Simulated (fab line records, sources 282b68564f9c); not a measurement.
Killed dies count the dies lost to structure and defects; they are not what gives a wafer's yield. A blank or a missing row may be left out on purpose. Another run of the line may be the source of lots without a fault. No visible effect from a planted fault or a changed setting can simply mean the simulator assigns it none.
Which tool was responsible? -- flow rit-cmos -- 6 lots, 18 wafers sampled, at 2 steps of a route of 202

== WHAT THE GAUGES READ, wafer by wafer ==
RIT_GATE_CD_MEAS_16 targets a cd of 150 nm.
lot,measured,on,cd-nm (nm)
L808,day 2 18:38,cd-sem-02,148.2 150.2 151.4
L819,day 5 02:27,cd-sem-02,148.4 147.5 146.6
L821,day 5 10:49,cd-sem-02,149.3 151.1 148.2
L823,day 5 19:53,cd-sem-01,150.7 153.0 150.9
L825,day 6 06:46,cd-sem-01,150.1 154.2 153.0
L827,day 6 17:04,cd-sem-02,150.0 149.8 148.4

== TOOL THAT RAN EACH LOT (tool first, then ch and the chambers of the sampled wafers, then the start) ==
lot,RIT_GATE_EXPOSE_13
L808,"iline-stepper-02 ch 0, day 2 18:14"
L819,"iline-stepper-01 ch 0, day 5 02:03"
L821,"iline-stepper-02 ch 0, day 5 10:25"
L823,"iline-stepper-02 ch 0, day 5 19:28"
L825,"iline-stepper-01 ch 0, day 6 06:22"
L827,"iline-stepper-02 ch 0, day 6 16:40"
- RIT_GATE_EXPOSE_13: exposes mask M6, target cd 150 nm.

== THE ANSWER, worked out from the rows above alone ==
Rule: usual is defined by the lots themselves. The widest of any qualifying gaps counts: lots, ordered by their means at a reading, are off when they make up no more than a third of the lots, leave a main group of 4 or more, and stand apart from it by 3 or more times the standard deviation of that group's means. A main group whose means are all the same, to the digits that the tables above print for the reading, isn't used. Also off: a lot with no number at a reading for which 4 or more lots have one. The other lots that the step has rows for count as sound.
Nothing can be told from this: no lot is off at any reading shown.

== WHAT WAS PUT IN BY THE SIMULATOR ==
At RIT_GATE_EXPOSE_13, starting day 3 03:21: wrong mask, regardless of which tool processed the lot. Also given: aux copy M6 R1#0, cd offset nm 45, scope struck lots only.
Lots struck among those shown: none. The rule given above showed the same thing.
